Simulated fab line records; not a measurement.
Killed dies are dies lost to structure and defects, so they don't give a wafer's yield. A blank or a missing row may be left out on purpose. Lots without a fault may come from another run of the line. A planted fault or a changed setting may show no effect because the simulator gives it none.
Split-lot trial :: flow ritCmos :: route with 202 steps; 5 lots, 23 wafers read

THE SPLIT
At RIT_NLDD_IMPLANT_08, the setting energyKev was moved away from the recipe's 20 on 6 of the 23 wafers read, by -2.4% to -1.9%. This setting was run at the recipe's value on the other wafers.

The reading comes from the split's own step.

THE READING
The simulator's own value implant.drpNm, read by no gauge, in nm at RIT_NLDD_IMPLANT_08. There is no usual value for it anywhere in the file.

wafer: L078.1
tool, chamber at the split: implanter-04, 0
energyKev as run: 20
against the recipe: recipe
implant.drpNm, nm: 12.97
against lot-mates on the recipe: -

wafer: L078.5
tool, chamber at the split: implanter-04, 0
energyKev as run: 20
against the recipe: recipe
implant.drpNm, nm: 12.97
against lot-mates on the recipe: -

wafer: L078.6
tool, chamber at the split: implanter-04, 0
energyKev as run: 20
against the recipe: recipe
implant.drpNm, nm: 12.97
against lot-mates on the recipe: -

wafer: L079.1
tool, chamber at the split: implanter-02, 0
energyKev as run: 20
against the recipe: recipe
implant.drpNm, nm: 12.97
against lot-mates on the recipe: -

wafer: L079.3
tool, chamber at the split: implanter-02, 0
energyKev as run: 20
against the recipe: recipe
implant.drpNm, nm: 12.97
against lot-mates on the recipe: -

wafer: L079.4
tool, chamber at the split: implanter-02, 0
energyKev as run: 19.62
against the recipe: -1.9%
implant.drpNm, nm: 12.82
against lot-mates on the recipe: -0.15

wafer: L079.5
tool, chamber at the split: implanter-02, 0
energyKev as run: 19.62
against the recipe: -1.9%
implant.drpNm, nm: 12.82
against lot-mates on the recipe: -0.15

wafer: L079.6
tool, chamber at the split: implanter-02, 0
energyKev as run: 19.62
against the recipe: -1.9%
implant.drpNm, nm: 12.82
against lot-mates on the recipe: -0.15

wafer: L081.1
tool, chamber at the split: implanter-03, 0
energyKev as run: 20
against the recipe: recipe
implant.drpNm, nm: 12.97
against lot-mates on the recipe: -

wafer: L081.2
tool, chamber at the split: implanter-03, 0
energyKev as run: 20
against the recipe: recipe
implant.drpNm, nm: 12.97
against lot-mates on the recipe: -

wafer: L081.3
tool, chamber at the split: implanter-03, 0
energyKev as run: 20
against the recipe: recipe
implant.drpNm, nm: 12.97
against lot-mates on the recipe: -

wafer: L081.5
tool, chamber at the split: implanter-03, 0
energyKev as run: 20
against the recipe: recipe
implant.drpNm, nm: 12.97
against lot-mates on the recipe: -

wafer: L081.6
tool, chamber at the split: implanter-03, 0
energyKev as run: 20
against the recipe: recipe
implant.drpNm, nm: 12.97
against lot-mates on the recipe: -

wafer: L083.1
tool, chamber at the split: implanter-04, 0
energyKev as run: 20
against the recipe: recipe
implant.drpNm, nm: 12.97
against lot-mates on the recipe: -

wafer: L083.2
tool, chamber at the split: implanter-04, 0
energyKev as run: 20
against the recipe: recipe
implant.drpNm, nm: 12.97
against lot-mates on the recipe: -

wafer: L083.4
tool, chamber at the split: implanter-04, 0
energyKev as run: 19.52
against the recipe: -2.4%
implant.drpNm, nm: 12.78
against lot-mates on the recipe: -0.19

wafer: L083.5
tool, chamber at the split: implanter-04, 0
energyKev as run: 19.52
against the recipe: -2.4%
implant.drpNm, nm: 12.78
against lot-mates on the recipe: -0.19

wafer: L083.6
tool, chamber at the split: implanter-04, 0
energyKev as run: 19.52
against the recipe: -2.4%
implant.drpNm, nm: 12.78
against lot-mates on the recipe: -0.19

wafer: L085.1
tool, chamber at the split: implanter-02, 0
energyKev as run: 20
against the recipe: recipe
implant.drpNm, nm: 12.97
against lot-mates on the recipe: -

wafer: L085.2
tool, chamber at the split: implanter-02, 0
energyKev as run: 20
against the recipe: recipe
implant.drpNm, nm: 12.97
against lot-mates on the recipe: -

wafer: L085.3
tool, chamber at the split: implanter-02, 0
energyKev as run: 20
against the recipe: recipe
implant.drpNm, nm: 12.97
against lot-mates on the recipe: -

wafer: L085.4
tool, chamber at the split: implanter-02, 0
energyKev as run: 20
against the recipe: recipe
implant.drpNm, nm: 12.97
against lot-mates on the recipe: -

wafer: L085.5
tool, chamber at the split: implanter-02, 0
energyKev as run: 20
against the recipe: recipe
implant.drpNm, nm: 12.97
against lot-mates on the recipe: -

FIT RESULTS
A straight line over all 23 wafers: implant.drpNm changes by +0.0791 nm for each +1% of energyKev; r = +1.00; the points scatter about the line by 0.00012 nm.
The same after taking each lot's own level away (the mean of its wafers on the recipe; 23 wafers): +0.0791 nm for each +1%; r = +1.00; scatter 0.00012 nm.
On that fit, the largest move of energyKev shifts the reading by 0.19 nm.
The lots' own levels span 12.970 to 12.970 nm.
The two slopes are in agreement: the lot-to-lot level therefore moves the slope only a little.
Check: with one of the wafers moved furthest among these (-2.4%) left out of the fit, the line predicts -0.19 nm for it against its lot-mates. It came out at -0.19 nm against them.

OTHER SPLITS APPLIED TO THESE WAFERS
Note: prior to the reading, these wafers also went through further splits. Each is held against what the fit with the lots' levels taken away leaves over:
other split on the same wafers: RIT_GATE_CLEAN_02 timeS
wafers away from the commonest value: 15
r with implant.drpNm (lot level and that fit taken away): +0.41

other split on the same wafers: RIT_GATE_EXPOSE_13 doseMj
wafers away from the commonest value: 4
r with implant.drpNm (lot level and that fit taken away): +0.01

other split on the same wafers: RIT_GATE_ETCH_19 rfW
wafers away from the commonest value: 6
r with implant.drpNm (lot level and that fit taken away): -0.27

other split on the same wafers: RIT_REOX_CLEAN_01 timeS
wafers away from the commonest value: 10
r with implant.drpNm (lot level and that fit taken away): +0.31

FILE'S OWN FIT
implant.drpNm changes by +0.0786 nm for each +1% of energyKev, r = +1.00.
